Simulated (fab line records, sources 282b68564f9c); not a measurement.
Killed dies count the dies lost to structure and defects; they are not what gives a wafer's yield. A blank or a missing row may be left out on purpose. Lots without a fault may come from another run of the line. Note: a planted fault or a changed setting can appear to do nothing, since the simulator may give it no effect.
fab line records	flow rit-cmos
record lots=12	wafers=36	last-day=7
route steps=202 shown ACTIVE@4 FOX2@27 SILICIDE@163 M1@196
lots that met no fault: taken from a fault-free run of the same line
start-h: hours from the record's opening day to when the first of the lot's shown wafers began	wait-h: hours elapsed since this lot's preceding step	" repeats the value in the row above	L1.1+2: several wafers, shown together as one row	- no value, or no start was given	* or withheld: withheld	< > ~ a bound
route shown NAME@n: NAME is a module with steps in the file, n the number in the route of the first one	usual: mean/standard deviation taken from wafers without a fault	same: alike in all rows	chamber/n: place in a boat	sites: per-site readings	_std_site: standard deviation across them	_edge_site: the outer-site mean with the inner-site mean subtracted	radius-mm: how far each site lies from the wafer's centre	mask NAME#n: copy n	behind: the tool/chamber that last shaped the wafer	hold: why the lot went on hold/how many hours it stayed there/how the hold came to an end	device: the n, p or np transistor that did not switch	end of line: the same wafers' tests at the end of the route	a step without rows: its recipe alone	killed: count of dies lost to structure and defects at first sort (not the wafer's yield)	map: a wafer's dies, marking killed ones x, the rest . and places with no die _
set.NAME: the setting the step ran with; set.NAME@STEP: the setting that earlier step ran with	model.NAME: the simulator's own value behind a step, which no gauge read
the route's steps for a sample of lots (tables are steps, rows are wafers)
services: the hour from which a tool's chamber was out of use, counted from the record's first day as start-h (under 0 if before that day), plus the number of hours and why
## steps
# step RIT_ACTIVE_CVD_03
# recipe material=Si3N4	target-thk-nm=150	temp-c=810	precursor=SiH2Cl2/NH3	time-s=1500	pressure-mtorr=300	sih2cl2-flow-sccm=60	nh3-flow-sccm=150
lot.wafer	tool	chamber	start-h	wait-h
L924.2+5+6	lpcvd-02	0	12.11	0.0
L925.3+4+6	lpcvd-01	1	18.60	0.0
L926.1+3+6	lpcvd-02	1	22.74	0.1
L927.3+4+5	lpcvd-02	1	27.51	0.0
L928.3+4+5	lpcvd-01	0	33.09	0.0
L929.1+2+3	lpcvd-01	1	37.11	0.1
L930.2+4+5	lpcvd-01	1	43.38	0.0
L933.1+5+6	lpcvd-02	1	57.84	0.1
L937.1+3+6	lpcvd-02	0	79.31	0.1
L940.2+4+6	lpcvd-01	1	92.28	0.0
L945.1+3+4	lpcvd-01	1	117.99	0.1
L947.4+5+6	lpcvd-01	0	127.87	0.0
# step RIT_ACTIVE_THK_MEAS_04
# recipe reads=Si3N4_of_ACTIVE_CVD_03
# usual ACTIVE_NITRIDE_THK=149.3/1.6
lot.wafer	tool	chamber	start-h	wait-h	ACTIVE_NITRIDE_THK[nm]
L924.2	film-metro-03	-	13.54	0.0	151.4
L924.5	"	-	"	"	152.3
L924.6	"	-	"	"	152.2
L925.3	film-metro-03	-	20.04	0.0	151.0
L925.4	"	-	"	"	150.9
L925.6	"	-	"	"	151.1
L926.1	film-metro-03	-	24.16	0.0	147.6
L926.3	"	-	"	"	148.0
L926.6	"	-	"	"	147.5
L927.3	film-metro-01	-	28.95	0.0	148.9
L927.4	"	-	"	"	148.6
L927.5	"	-	"	"	149.1
L928.3	film-metro-01	-	34.53	0.0	150.2
L928.4	"	-	"	"	151.7
L928.5	"	-	"	"	150.4
L929.1	film-metro-01	-	38.53	0.0	150.8
L929.2	"	-	"	"	152.0
L929.3	"	-	"	"	151.9
L930.2	film-metro-03	-	44.80	0.0	150.1
L930.4	"	-	"	"	149.7
L930.5	"	-	"	"	148.6
L933.1	film-metro-02	-	59.26	0.0	114.3
L933.5	"	-	"	"	115.4
L933.6	"	-	"	"	116.2
L937.1	film-metro-01	-	80.73	0.0	115.2
L937.3	"	-	"	"	115.6
L937.6	"	-	"	"	115.5
L940.2	film-metro-03	-	93.71	0.0	149.7
L940.4	"	-	"	"	149.2
L940.6	"	-	"	"	149.0
L945.1	film-metro-02	-	119.41	0.0	151.2
L945.3	"	-	"	"	152.2
L945.4	"	-	"	"	151.4
L947.4	film-metro-03	-	129.32	0.0	152.3
L947.5	"	-	"	"	151.5
L947.6	"	-	"	"	152.5
# step RIT_ACTIVE_ETCH_13
# recipe stop-on=SiO2	chemistry=SF6	target=Si3N4	time-s=210	over-etch-frac=0.4115	SF6_flow_sccm=200	pressure-mtorr=260	rf-w=125	target-depth-a=2100
# usual drypump-motor-current-A=5.52/0.25	oes-product-au=0.818/0.011	throttle-valve-pct=7.50/0.12
# same time-s=210
lot.wafer	tool	chamber	start-h	wait-h	drypump-motor-current-A	oes-product-au	rf-hours-counter-h	throttle-valve-pct
L924.2	rie-diel-01	0	14.83	0.1	5.78	0.842	100	7.47
L924.5	"	0	"	"	5.80	0.840	-	7.48
L924.6	"	3	"	"	4.95	0.797	-	7.57
L925.3	rie-diel-01	0	21.20	0.1	5.76	0.839	100	7.48
L925.4	"	1	"	"	5.42	0.840	115	7.29
L925.6	"	2	"	"	6.06	0.830	-	7.65
L926.1	rie-diel-01	1	25.34	0.1	5.42	0.835	115	7.29
L926.3	"	0	"	"	5.76	0.825	100	7.48
L926.6	"	1	"	"	5.41	0.827	-	7.28
L927.3	rie-diel-01	1	30.26	0.1	5.42	0.835	115	7.28
L927.4	"	3	"	"	4.96	0.800	7	7.58
L927.5	"	1	"	"	5.42	0.832	-	7.29
L928.3	rie-diel-03	2	35.74	0.1	5.35	0.826	5	7.40
L928.4	"	1	"	"	5.17	0.823	90	7.60
L928.5	"	2	"	"	5.35	0.837	-	7.41
L929.1	rie-diel-02	3	39.86	0.1	5.56	0.818	165	7.61
L929.2	"	2	"	"	5.40	0.813	120	7.49
L929.3	"	0	"	"	5.58	0.833	21	7.34
L930.2	rie-diel-02	3	46.26	0.1	5.56	0.815	165	7.61
L930.4	"	2	"	"	5.44	0.808	-	7.49
L930.5	"	0	"	"	5.58	0.812	-	7.34
L933.1	rie-diel-03	1	60.56	0.1	5.21	0.721	90	7.60
L933.5	"	1	"	"	5.19	0.721	-	7.57
L933.6	"	2	"	"	5.32	0.722	-	7.40
L937.1	rie-diel-03	0	81.91	0.1	5.81	0.705	155	7.49
L937.3	"	3	"	"	5.61	0.725	122	7.65
L937.6	"	1	"	"	5.23	0.728	-	7.59
L940.2	rie-diel-03	3	94.98	0.1	5.61	0.813	122	7.65
L940.4	"	1	"	"	5.21	0.823	91	7.60
L940.6	"	3	"	"	5.65	0.817	-	7.66
L945.1	rie-diel-02	3	120.59	0.1	5.56	0.822	167	7.61
L945.3	"	0	"	"	5.60	0.836	23	7.34
L945.4	"	3	"	"	5.55	0.814	-	7.61
L947.4	rie-diel-02	2	130.75	0.1	5.44	0.817	-	7.47
L947.5	"	0	"	"	5.63	0.824	-	7.34
L947.6	"	3	"	"	5.54	0.817	-	7.61
# step RIT_FOX2_THK_MEAS_90
# recipe reads=SiO2_of_FOX2_OXIDATION_00
# usual FIELD_OXIDE_LEFT_1_THK=325/6.2
lot.wafer	tool	chamber	start-h	wait-h	FIELD_OXIDE_LEFT_1_THK[nm]
L924.2	film-metro-04	-	21.52	0.0	329
L924.5	"	-	"	"	329
L924.6	"	-	"	"	334
L925.3	film-metro-04	-	26.42	0.0	321
L925.4	"	-	"	"	322
L925.6	"	-	"	"	318
L926.1	film-metro-04	-	33.09	0.0	331
L926.3	"	-	"	"	335
L926.6	"	-	"	"	332
L927.3	film-metro-04	-	35.27	0.0	319
L927.4	"	-	"	"	321
L927.5	"	-	"	"	323
L928.3	film-metro-04	-	40.75	0.0	316
L928.4	"	-	"	"	324
L928.5	"	-	"	"	315
L929.1	film-metro-01	-	47.01	0.0	325
L929.2	"	-	"	"	322
L929.3	"	-	"	"	321
L930.2	film-metro-04	-	51.65	0.0	328
L930.4	"	-	"	"	328
L930.5	"	-	"	"	328
L933.1	film-metro-03	-	65.42	0.0	328
L933.5	"	-	"	"	327
L933.6	"	-	"	"	326
L937.1	film-metro-01	-	86.42	0.0	319
L937.3	"	-	"	"	320
L937.6	"	-	"	"	321
L940.2	film-metro-01	-	99.98	0.0	326
L940.4	"	-	"	"	329
L940.6	"	-	"	"	326
L945.1	film-metro-01	-	126.83	0.0	323
L945.3	"	-	"	"	334
L945.4	"	-	"	"	323
L947.4	film-metro-03	-	136.35	0.0	326
L947.5	"	-	"	"	329
L947.6	"	-	"	"	328
# step RIT_SILICIDE_RS_MEAS_02
# recipe thk-meas-gauge=four-point-probe	reads=Ti_of_SILICIDE_SPUTTER_01
# usual SILICIDE_TI_RS=48.3/0.9
lot.wafer	tool	chamber	start-h	wait-h	SILICIDE_TI_RS[ohm/sq]
L924.2	film-metro-04	-	52.39	0.1	48.2
L924.5	"	-	"	"	47.9
L924.6	"	-	"	"	46.1
L925.3	film-metro-01	-	59.51	0.1	49.1
L925.4	"	-	"	"	48.8
L925.6	"	-	"	"	47.4
L926.1	film-metro-01	-	65.34	0.1	47.8
L926.3	"	-	"	"	48.6
L926.6	"	-	"	"	48.3
L927.3	film-metro-01	-	67.34	0.1	49.1
L927.4	"	-	"	"	49.3
L927.5	"	-	"	"	49.5
L928.3	film-metro-04	-	75.70	0.1	49.1
L928.4	"	-	"	"	48.0
L928.5	"	-	"	"	47.8
L929.1	film-metro-04	-	77.89	0.1	46.9
L929.2	"	-	"	"	48.5
L929.3	"	-	"	"	48.4
L930.2	film-metro-04	-	86.80	0.1	48.8
L930.4	"	-	"	"	48.9
L930.5	"	-	"	"	47.9
L933.1	film-metro-03	-	98.55	0.1	48.4
L933.5	"	-	"	"	47.5
L933.6	"	-	"	"	48.3
L937.1	film-metro-03	-	118.78	0.1	47.4
L937.3	"	-	"	"	47.9
L937.6	"	-	"	"	47.4
L940.2	film-metro-03	-	133.25	0.1	47.5
L940.4	"	-	"	"	48.7
L940.6	"	-	"	"	48.9
L945.1	film-metro-04	-	159.29	0.1	47.2
L945.3	"	-	"	"	48.8
L945.4	"	-	"	"	47.9
L947.4	film-metro-04	-	166.91	0.1	47.4
L947.5	"	-	"	"	47.1
L947.6	"	-	"	"	47.1
# step RIT_M1_METAL_ETCH_12
# recipe stop-on=SiO2	chemistry=Cl2/BCl3	target=Al	time-s=165	over-etch-frac=0.5	pressure-mtorr=100	target-depth-a=6000	rf-w=256.9	Cl2_flow_sccm=60	bcl3-flow-sccm=50
# usual drypump-motor-current-A=5.88/0.26	oes-product-au=0.782/0.014	throttle-valve-pct=8.26/0.092
# same time-s=165
lot.wafer	tool	chamber	start-h	wait-h	drypump-motor-current-A	oes-product-au	rf-hours-counter-h	throttle-valve-pct
L924.2	rie-metal-02	1	57.13	0.2	5.85	0.778	2	8.37
L924.5	"	1	"	"	5.87	0.781	-	8.35
L924.6	"	0	"	"	6.26	0.797	-	8.27
L925.3	rie-metal-04	0	64.17	0.2	5.90	0.785	-	8.21
L925.4	"	1	"	"	5.54	0.758	-	8.19
L925.6	"	1	"	"	5.53	0.770	-	8.19
L926.1	rie-metal-01	1	69.69	0.2	5.89	0.772	35	8.12
L926.3	"	0	"	"	5.59	0.787	-	8.36
L926.6	"	0	"	"	5.59	0.790	-	8.37
L927.3	rie-metal-02	0	71.75	0.2	6.35	0.797	-	8.28
L927.4	"	1	"	"	5.85	0.786	-	8.37
L927.5	"	0	"	"	6.37	0.796	-	8.28
L928.3	rie-metal-04	1	80.06	0.2	5.54	0.747	-	8.19
L928.4	"	0	"	"	5.95	0.770	-	8.20
L928.5	"	0	"	"	5.91	0.781	-	8.20
L929.1	rie-metal-01	1	82.41	0.2	5.94	0.769	35	8.11
L929.2	"	0	"	"	5.62	0.787	33	8.38
L929.3	"	1	"	"	5.92	0.770	-	8.11
L930.2	rie-metal-02	0	91.26	0.2	6.35	0.786	3	8.29
L930.4	"	1	"	"	5.87	0.773	-	8.37
L930.5	"	0	"	"	6.34	0.791	-	8.31
L933.1	rie-metal-02	0	103.22	0.2	6.30	0.796	3	8.28
L933.5	"	1	"	"	5.85	0.786	-	8.36
L933.6	"	0	"	"	6.33	0.795	-	8.28
L937.1	rie-metal-04	1	123.51	0.2	5.54	0.770	5	8.19
L937.3	"	1	"	"	5.53	0.771	-	8.18
L937.6	"	1	"	"	5.53	0.760	-	8.18
L940.2	rie-metal-04	0	137.74	0.2	5.90	0.779	5	8.20
L940.4	"	1	"	"	5.56	0.763	-	8.19
L940.6	"	0	"	"	5.93	0.774	-	8.21
L945.1	rie-metal-04	1	164.01	0.2	5.52	0.763	5	8.19
L945.3	"	0	"	"	5.93	0.776	-	8.20
L945.4	"	1	"	"	5.53	0.764	-	8.19
L947.4	rie-metal-01	0	171.57	0.1	5.58	0.789	-	8.38
L947.5	"	1	"	"	5.91	0.804	-	8.12
L947.6	"	0	"	"	5.57	0.789	-	8.36
# step RIT_M1_PROBE_99
# usual killed_at_M0_to_M3=0.0/0.16	killed-at-contacts=0.0/0.2	killed-at-front-end=7.2/2.5	killed-dies=7.3/2.5	killed-open=3.8/1.9	killed-short=3.5/1.8
# same gross-dies=264	killed_at_M4_up=0	killed-at-back-side=0	killed-at-other=0
lot.wafer	tool	chamber	start-h	wait-h	killed_at_M0_to_M3	killed-at-contacts	killed-at-front-end	killed-dies	killed-open	killed-short
L933.1	prober-02	-	105.47	0.1	0	0	7	7	4	3
L933.5	prober-02	-	105.67	0.2	0	0	3	3	2	1
L933.6	prober-02	-	105.72	0.2	0	0	5	5	5	0
L937.1	prober-01	-	125.76	0.1	0	0	2	2	1	1
L937.3	prober-01	-	125.86	0.2	0	0	3	3	1	2
L937.6	prober-01	-	126.01	0.2	0	0	5	5	2	3
L945.1	prober-01	-	166.26	0.1	0	0	6	6	3	3
L945.3	prober-01	-	166.36	0.2	1	0	4	5	1	3
L945.4	prober-01	-	166.41	0.2	0	0	6	6	3	3
L947.4	prober-01	-	173.95	0.2	0	0	9	9	4	5
L947.5	prober-01	-	174.00	0.2	0	0	4	4	3	1
L947.6	prober-01	-	174.05	0.2	0	0	4	4	2	2
# killed by level:class
L933.1 SILICIDE:geometric-particle:open=2 FOX1:geometric-particle:short=1 GATE:geometric-particle:open=1 GATE:geometric-particle:short=1 REOX:geometric-particle:open=1 SILICIDE:geometric-particle:short=1
L933.5 FOX1:geometric-particle:open=1 REOX:geometric-particle:open=1 REOX:geometric-particle:short=1
L933.6 SPACER:geometric-particle:open=2 FOX1:geometric-particle:open=1 GATE:geometric-particle:open=1 SILICIDE:geometric-particle:open=1
L937.1 GATE:geometric-particle:open=1 SPACER:geometric-particle:short=1
L937.3 FOX1:geometric-particle:short=1 SILICIDE:geometric-particle:open=1 SILICIDE:geometric-particle:short=1
L937.6 GATE:geometric-particle:open=2 FOX1:geometric-particle:short=1 FOX2:geometric-particle:short=1 SPACER:geometric-particle:short=1
L945.1 FOX1:geometric-particle:short=2 FOX1:geometric-particle:open=1 GATE:geometric-particle:open=1 SILICIDE:geometric-particle:open=1 SILICIDE:geometric-particle:short=1
L945.3 GATE:geometric-particle:short=1 REOX:geometric-particle:open=1 REOX:geometric-particle:short=1 SPACER:geometric-particle:short=1 M1:coat-microbubble-printed=1
L945.4 GATE:geometric-particle:short=2 GATE:geometric-particle:open=1 REOX:geometric-particle:open=1 REOX:geometric-particle:short=1 SPACER:geometric-particle:open=1
L947.4 FOX1:geometric-particle:short=3 FOX2:geometric-particle:open=2 FOX2:geometric-particle:short=1 GATE:geometric-particle:open=1 REOX:geometric-particle:short=1 SILICIDE:geometric-particle:open=1
L947.5 REOX:geometric-particle:open=2 FOX2:geometric-particle:open=1 GATE:geometric-particle:short=1
L947.6 FOX1:geometric-particle:open=1 FOX2:geometric-particle:short=1 GATE:geometric-particle:short=1 SPACER:geometric-particle:open=1
## services
tool	chamber	start-h	hours	kind
rie-metal-02	-	-1.40	2.8	pm
rie-diel-02	2	15.15	7.5	repair
rie-diel-02	1	24.10	127.8	repair
rie-metal-04	-	56.31	0.4	repair
lpcvd-02	-	63.51	6.1	pm
rie-diel-01	-	70.58	2.8	pm
rie-diel-01	3	79.01	14.1	repair
rie-metal-04	1	89.95	2.7	repair
rie-metal-01	0	102.05	2.0	repair
rie-diel-03	0	114.18	-	clean
rie-diel-03	0	114.18	22.0	scheduled-down
rie-diel-03	0	114.18	22.0	vent-cycle
rie-metal-01	-	136.12	20.0	pm
rie-metal-01	0	136.12	20.0	vent-cycle
rie-metal-01	1	136.12	20.0	vent-cycle
rie-diel-03	-	139.73	1.0	repair
rie-diel-03	-	139.83	1.3	repair
rie-metal-01	1	142.83	7.9	repair
rie-diel-02	3	151.95	-	clean
rie-diel-02	3	151.95	20.6	scheduled-down
rie-diel-02	3	151.95	20.6	vent-cycle
rie-diel-03	-	155.28	15.6	pm
rie-metal-01	0	156.12	-	clean
lpcvd-01	-	169.43	2.8	pm
## key
first-sign step=RIT_ACTIVE_THK_MEAS_04	reading=ACTIVE_NITRIDE_THK	direction=down	sigmas=21	usual=149.3	struck=115.4
effect step=RIT_ACTIVE_ETCH_13	reading=oes-product-au	direction=down	sigmas=8.5	usual=0.818	struck=0.720
met-at RIT_ACTIVE_CVD_03
struck-lots L933,L937
tester-left-out L933,L937
not-acting-at RIT_FOX2_THK_MEAS_90,RIT_SILICIDE_RS_MEAS_02,RIT_M1_METAL_ETCH_12
onset-between 27.51 57.84
fault kind=process-parameter-drift	tool=lpcvd-02	chamber=-	onset-h=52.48	steps=RIT_ACTIVE_CVD_03	channel=target-thk-nm	offset=-33.771	shape=step	end-h=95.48	acts-in=these-recipes-only	stated=150
# tester-left-out: of these lots the tester's yield and bins aren't shown, on N5 and GAA mostly nor the transistor test; their killed dies are dies lost to structure and defects alone, not to doping, threshold or leakage, so they don't give the yield
